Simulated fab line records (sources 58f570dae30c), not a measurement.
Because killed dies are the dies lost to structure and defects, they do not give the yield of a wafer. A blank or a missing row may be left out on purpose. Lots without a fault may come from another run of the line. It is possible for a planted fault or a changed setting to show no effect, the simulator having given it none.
What tool caused it? || flow berkeley-cmos170 || 15 lots (45 wafers sampled), 1 step of a 331-step route

== WHAT THE GAUGES READ, wafer by wafer ==
The record lacks any reading of a measuring or inspecting step that a usual standard deviation could be used to judge.

== TOOL THAT RAN EACH LOT (tool first, then ch and the chambers of the sampled wafers, then the start) ==
{"lot": "L895", "UCB170_ZERO_HMDS_00": "litho-track-03 ch 0, day 2 02:19"}
{"lot": "L896", "UCB170_ZERO_HMDS_00": "litho-track-04 ch 0, day 2 07:39"}
{"lot": "L898", "UCB170_ZERO_HMDS_00": "litho-track-01 ch 0, day 2 12:21"}
{"lot": "L899", "UCB170_ZERO_HMDS_00": "litho-track-04 ch 0, day 3 01:21"}
{"lot": "L901", "UCB170_ZERO_HMDS_00": "litho-track-03 ch 0, day 3 03:19"}
{"lot": "L902", "UCB170_ZERO_HMDS_00": "litho-track-01 ch 0, day 3 12:02"}
{"lot": "L903", "UCB170_ZERO_HMDS_00": "litho-track-03 ch 0, day 3 18:52"}
{"lot": "L905", "UCB170_ZERO_HMDS_00": "litho-track-01 ch 0, day 4 03:14"}
{"lot": "L907", "UCB170_ZERO_HMDS_00": "litho-track-04 ch 0, day 4 13:34"}
{"lot": "L908", "UCB170_ZERO_HMDS_00": "litho-track-01 ch 0, day 4 18:37"}
{"lot": "L909", "UCB170_ZERO_HMDS_00": "litho-track-01 ch 0, day 4 22:50"}
{"lot": "L912", "UCB170_ZERO_HMDS_00": "litho-track-01 ch 0, day 5 21:17"}
{"lot": "L914", "UCB170_ZERO_HMDS_00": "litho-track-03 ch 0, day 5 21:25"}
{"lot": "L915", "UCB170_ZERO_HMDS_00": "litho-track-04 ch 0, day 6 11:26"}
{"lot": "L916", "UCB170_ZERO_HMDS_00": "litho-track-01 ch 0, day 6 11:31"}
- UCB170_ZERO_HMDS_00: prime time 60 s.

== AS READ BY THE TOOLS THEMSELVES (means over the sampled wafers that have a number; for cases with no such wafer, the mark the record gives instead) ==
UCB170_ZERO_HMDS_00.
{"lot": "L895", "tool": "litho-track-03", "prime-temp-c (C)": 99.90}
{"lot": "L896", "tool": "litho-track-04", "prime-temp-c (C)": 99.90}
{"lot": "L898", "tool": "litho-track-01", "prime-temp-c (C)": 99.91}
{"lot": "L899", "tool": "litho-track-04", "prime-temp-c (C)": 99.93}
{"lot": "L901", "tool": "litho-track-03", "prime-temp-c (C)": 100.00}
{"lot": "L902", "tool": "litho-track-01", "prime-temp-c (C)": 99.89}
{"lot": "L903", "tool": "litho-track-03", "prime-temp-c (C)": 99.98}
{"lot": "L905", "tool": "litho-track-01", "prime-temp-c (C)": 100.11}
{"lot": "L907", "tool": "litho-track-04", "prime-temp-c (C)": 99.98}
{"lot": "L908", "tool": "litho-track-01", "prime-temp-c (C)": 99.85}
{"lot": "L909", "tool": "litho-track-01", "prime-temp-c (C)": 97.52}
{"lot": "L912", "tool": "litho-track-01", "prime-temp-c (C)": 97.45}
{"lot": "L914", "tool": "litho-track-03", "prime-temp-c (C)": 100.13}
{"lot": "L915", "tool": "litho-track-04", "prime-temp-c (C)": 99.98}
{"lot": "L916", "tool": "litho-track-01", "prime-temp-c (C)": 97.67}

== THE ANSWER, worked out from the rows above alone ==
Rule: usual is defined by the lots themselves. The widest of any qualifying gaps counts: lots, ordered by their means at a reading, are off when they make up no more than a third of the lots, leave a main group of 4 or more, and stand apart from it by 3 or more times the standard deviation of that group's means. If all means in a main group match to the digits the tables above print for the reading, that group is not used. A lot without any number at a reading at which 4 lots or more have one is off too. The other lots that the step has rows for count as sound. After the gauges, taken in route order, come the tools' own readings; for these a lot's mean is taken, as printed above. The first step at which some lot is off is used, and at that step the reading that is off furthest; a lot without a number counts as furthest.
Off, at UCB170_ZERO_HMDS_00 on prime-temp-c: L909, L912, L916. For the main group the mean is 99.96 C and the standard deviation 0.082.
A tool fits if, at that step or a process step before it, it ran every lot that is off, and no sound lot after the first of them. One candidate fits, namely litho-track-01 at UCB170_ZERO_HMDS_00. Its last sound lot is L908 (day 4 18:37), its first lot that is off L909 (day 4 22:50): a fault that began between those two fits.
The tool's own readings at UCB170_ZERO_HMDS_00 bear it out: on the lots that are off they differ by more than 5 times the standard deviation of the sound lots' means. prime-temp-c reads 97.55 C there against 99.96 C on the sound lots.

== WHAT THE SIMULATOR HAD INSERTED ==
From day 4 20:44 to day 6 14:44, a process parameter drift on litho-track-01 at UCB170_ZERO_HMDS_00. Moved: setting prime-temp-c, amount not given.
Struck lots among those shown: L909, L912, L916. This agrees with what the rule above found.
